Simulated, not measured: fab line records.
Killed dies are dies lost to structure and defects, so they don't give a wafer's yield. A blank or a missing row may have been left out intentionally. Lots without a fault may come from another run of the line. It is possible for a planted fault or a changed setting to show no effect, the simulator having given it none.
Problem report in the 8D (eight disciplines) form, filled by code | flow berkeleyCmos170 | the parts of the form that need people (team, actions taken, sign-off) are left out

## 1. THE ISSUE
Across 6 wafers from 2 lots, M3_OVL at UCB170_M3_OVL_MEAS_16 averages 201 nm, while fault-free wafers read 0 nm with a standard deviation of 6.7. Measured from the usual mean, that is +30 standard deviations.
The first sign was on wafer L522.1 at day 10 20:56, on overlay-01. The record holds 33 wafers of 11 lots with a number at this step. The rule behind "out" and "out of limits": a value lying over 4 standard deviations away from the usual mean. The other wafers with a number count as sound.

## 2. WHAT IT IS AND WHAT IT IS NOT
question                    | is                     | is not
which readings at this step | M3_OVL                 | -
which lots                  | L519, L522             | L513, L514, L515, L516, L517, L518, L521, L526, L533
which wafers of those lots  | all that have a number | -
read on which gauges        | overlay-01             | overlay-02
when                        | from day 10 20:56      | up to then (21 sound wafers); but 6 sound wafers of L526, L533 came after

## 3. THE SUSPECTS, EACH WITH WHAT RULES IT OUT
Counting: a tool at any process step up to the reading remains a suspect when it ran all the lots that are out and ran no sound lot after the first of those.
- the gauge at UCB170_M3_OVL_MEAS_16: kept. All the wafers that are out were read on overlay-01, and no step on other tools shows them out.
- krfScanner-02 at UCB170_M3_EXPOSE_12 (exposes mask METAL3, target cd 700 nm): kept. It processed each lot that is out, first L522 at day 10 19:52, and no sound lot thereafter; up to then, the last sound lot it processed was L521 at day 10 16:23.
Left after counting: krfScanner-02 at UCB170_M3_EXPOSE_12, overlay-01 at UCB170_M3_OVL_MEAS_16.

## 4. THE CAUSE (what the simulator had put in)
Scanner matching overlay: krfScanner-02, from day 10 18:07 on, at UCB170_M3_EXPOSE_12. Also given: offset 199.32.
Counting leaves 2 suspects; this tool is one of them.

## 5. THE CHAIN OF EFFECTS, in route order
Each row: a reading where the mean over the struck wafers with a number is more than 3 standard deviations away from the usual. Only readings whose record carries a usual standard deviation are examined. hours: median over the lots of the time between each lot's start at the first step of this table that gives one and its start at this step. sigmas: the change, counted in usual standard deviations.
hours | step                  | reading | usual | on struck wafers | change | sigmas
0     | UCB170_M3_OVL_MEAS_16 | M3_OVL  | 0 nm  | 201              | +201   | +30

## 6. HOW IT WOULD HAVE BEEN CAUGHT EARLIER
Counted from the fault's start at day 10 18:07, it took 3 hours until the first out-of-limits reading at a measuring or inspecting step in this record, taken at day 10 20:56.
By day 10 20:56, every lot that is out (2) had started UCB170_M3_EXPOSE_12 on krfScanner-02. Holding the tool at that point would not have protected any of them.
